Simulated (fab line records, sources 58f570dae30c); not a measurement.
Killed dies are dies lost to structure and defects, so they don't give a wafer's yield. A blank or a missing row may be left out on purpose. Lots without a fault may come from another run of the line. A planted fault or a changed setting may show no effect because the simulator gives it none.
Split-lot experiment | flow berkeley_cmos170 | 5 lots, 23 wafers read, on a route of 331 steps

THE SPLIT
At UCB170_CONTACT_COAT_10 (resist thk 900 nm), the setting resist_thk_nm was moved away from the recipe's 900 nm on 8 of the 23 wafers read, by -3.6% to +3.6%. The other wafers ran this setting at the recipe's value.

The reading is taken at the split's own step.

THE READING
KrF_of_CONTACT_COAT_10.thk_nm (the simulator's own value, which no gauge read), in nm, at UCB170_CONTACT_COAT_10 (resist thk 900 nm). The file gives no usual value for it. The 15 wafers here that ran the recipe average 902.4 nm, standard deviation 2.1 nm.

wafer  | tool, chamber at the split | resist_thk_nm as run, nm | against the recipe | KrF_of_CONTACT_COAT_10.thk_nm, nm | against lot-mates on the recipe
L076.1 | litho_track-02, 0          | 881.9                    | -2.0%              | 882.9                             | -19.8
L076.2 | litho_track-02, 0          | 900                      | recipe             | 902.7                             | -
L076.3 | litho_track-02, 0          | 900                      | recipe             | 901.9                             | -
L076.5 | litho_track-02, 0          | 900                      | recipe             | 903.4                             | -
L076.6 | litho_track-02, 0          | 881.9                    | -2.0%              | 885.9                             | -16.8
L079.2 | litho_track-02, 0          | 900                      | recipe             | 902.8                             | -
L079.3 | litho_track-02, 0          | 900                      | recipe             | 901.3                             | -
L079.5 | litho_track-02, 0          | 900                      | recipe             | 901.4                             | -
L080.1 | litho_track-04, 0          | 932.7                    | +3.6%              | 933.4                             | +33.1
L080.2 | litho_track-04, 0          | 900                      | recipe             | 900.3                             | -
L080.3 | litho_track-04, 0          | 932.7                    | +3.6%              | 931.7                             | +31.5
L080.5 | litho_track-04, 0          | 900                      | recipe             | 900.2                             | -
L080.6 | litho_track-04, 0          | 932.7                    | +3.6%              | 935.1                             | +34.9
L082.1 | litho_track-02, 0          | 900                      | recipe             | 901.1                             | -
L082.2 | litho_track-02, 0          | 900                      | recipe             | 903.6                             | -
L082.3 | litho_track-02, 0          | 900                      | recipe             | 904.8                             | -
L082.4 | litho_track-02, 0          | 900                      | recipe             | 905                               | -
L082.5 | litho_track-02, 0          | 900                      | recipe             | 905.7                             | -
L084.2 | litho_track-02, 0          | 900                      | recipe             | 904.7                             | -
L084.3 | litho_track-02, 0          | 867.6                    | -3.6%              | 866.8                             | -34.5
L084.4 | litho_track-02, 0          | 867.6                    | -3.6%              | 870.8                             | -30.5
L084.5 | litho_track-02, 0          | 867.6                    | -3.6%              | 867.8                             | -33.5
L084.6 | litho_track-02, 0          | 900                      | recipe             | 897.8                             | -

THE FIT
A straight line over all 23 wafers: KrF_of_CONTACT_COAT_10.thk_nm changes by +8.95 nm for each +1% of resist_thk_nm; r = +0.99; the points scatter about the line by 2.2 nm.
The same after taking each lot's own level away (the mean of its wafers on the recipe; 23 wafers): +9.11 nm for each +1%; r = +1.00; scatter 1.7 nm.
On that fit, the largest move of resist_thk_nm shifts the reading by 33 nm.
The lots' own levels span 900.25 to 904.04 nm, that is 1.8 times the standard deviation above.
So the lot-to-lot level changes the slope little: the two slopes agree.
Check: with one of the wafers moved furthest among these (+3.6%) left out of the fit, the line predicts +33.1 nm for it against its lot-mates. It came out at +33.1 nm against them.

OTHER SPLITS ON THESE WAFERS
These wafers also went through other splits before the reading. Each is held against what the fit with the lots' levels taken away leaves over:
other split on the same wafers     | wafers away from the commonest value | r with KrF_of_CONTACT_COAT_10.thk_nm (lot level and that fit taken away)
UCB170_ZERO_ETCH_06 time_s         | 4                                    | +0.05
UCB170_NWELL_ETCH_13 time_s        | 5                                    | +0.09
UCB170_PFIELD_IMPLANT_07 dose_cm2  | 8                                    | +0.15
UCB170_GATE_CVD_04 temp_c          | 18                                   | +0.00
UCB170_GATE_COAT_07 spin_rpm       | 8                                    | +0.21
UCB170_GATE_ETCH_15 over_etch_frac | 11                                   | +0.17
UCB170_NSD_PEB_04 peb_temp_c       | 8                                    | +0.24

THE FILE'S OWN FIT
KrF_of_CONTACT_COAT_10.thk_nm changes by +9.12 nm for each +1% of resist_thk_nm, r = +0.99.
